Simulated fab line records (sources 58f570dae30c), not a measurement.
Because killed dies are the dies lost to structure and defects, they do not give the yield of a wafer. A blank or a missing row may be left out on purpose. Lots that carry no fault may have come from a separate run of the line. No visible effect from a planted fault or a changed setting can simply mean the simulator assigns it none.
The same fault as seen by 2 desks    flow berkeleyCmos170    each desk holds nothing but its own numbers, with what lay behind them at the end

== AT THE METROLOGY DESK ==
Means of the sampled wafers that have a number, per lot and without regard to the tool the lot ran on: this is what the gauges read. If a lot's mean is further than 4 standard deviations from the usual mean, the lot is out of limits and carries the mark OUT (the distance appears in the brackets). Shown here are 7 of its 9 readings, the ones lying furthest out on some lot.
Columns: A = PFIELD_OVL at UCB170_PFIELD_OVL_MEAS_06, usual 0 nm; B = PFIELD_TW at UCB170_PFIELD_TW_MEAS_09, usual 600; C = FIELD_OXIDE_THK at UCB170_FIELD_THK_MEAS_02, usual 562 nm; D = FIELD_OXIDE_LEFT_1_THK at UCB170_FIELD_THK_MEAS_90, usual 444 nm; E = SCREENOX_OXIDE_THK at UCB170_SCREENOX_THK_MEAS_02, usual 14.51 nm; F = NVT_TW at UCB170_NVT_TW_MEAS_09, usual 523.4; G = PVT_OVL at UCB170_PVT_OVL_MEAS_06, usual 5 nm
lot   first seen here  A    B    C    D    E      F      G
L243  day 5 11:19      -3   599  573  455  14.97  521.1  2
L245  day 5 18:46      1    604  562  444  14.32  522.6  10
L250  day 6 12:34      8    595  580  464  14.55  522.1  3
L252  day 7 10:29      -12  603  556  439  14.68  522.6  9
L256  day 7 20:02      -3   596  566  449  14.06  522.2  9
L255  day 7 20:40      0    598  545  426  14.55  527.7  16
Finding of this desk: none of the 6 lots has anything out of limits.

== AT THE TOOL OWNER'S DESK: furnace-04 ==
At UCB170_FIELD_ANNEAL_03 (time 1200 s), the tool's own readings, given per lot that ran on this tool as the mean of the sampled wafers with a number. If a lot's mean is further than 4 standard deviations from the usual mean, the lot is out of limits and carries the mark OUT (the distance appears in the brackets).
Columns: A = zonePowerCentrePct at UCB170_FIELD_ANNEAL_03, usual 55 %
lot   first seen here  A
L252  day 7 21:56      52
L255  day 8 10:23      52
L256  day 8 10:23      52
Finding of this desk: none of the 3 lots has anything out of limits.

== ALL TOGETHER ==
From the metrology desk's view, nothing was out of limits.
The tool owner's desk saw nothing out of limits.

== WHAT THE SIMULATOR PUT IN ==
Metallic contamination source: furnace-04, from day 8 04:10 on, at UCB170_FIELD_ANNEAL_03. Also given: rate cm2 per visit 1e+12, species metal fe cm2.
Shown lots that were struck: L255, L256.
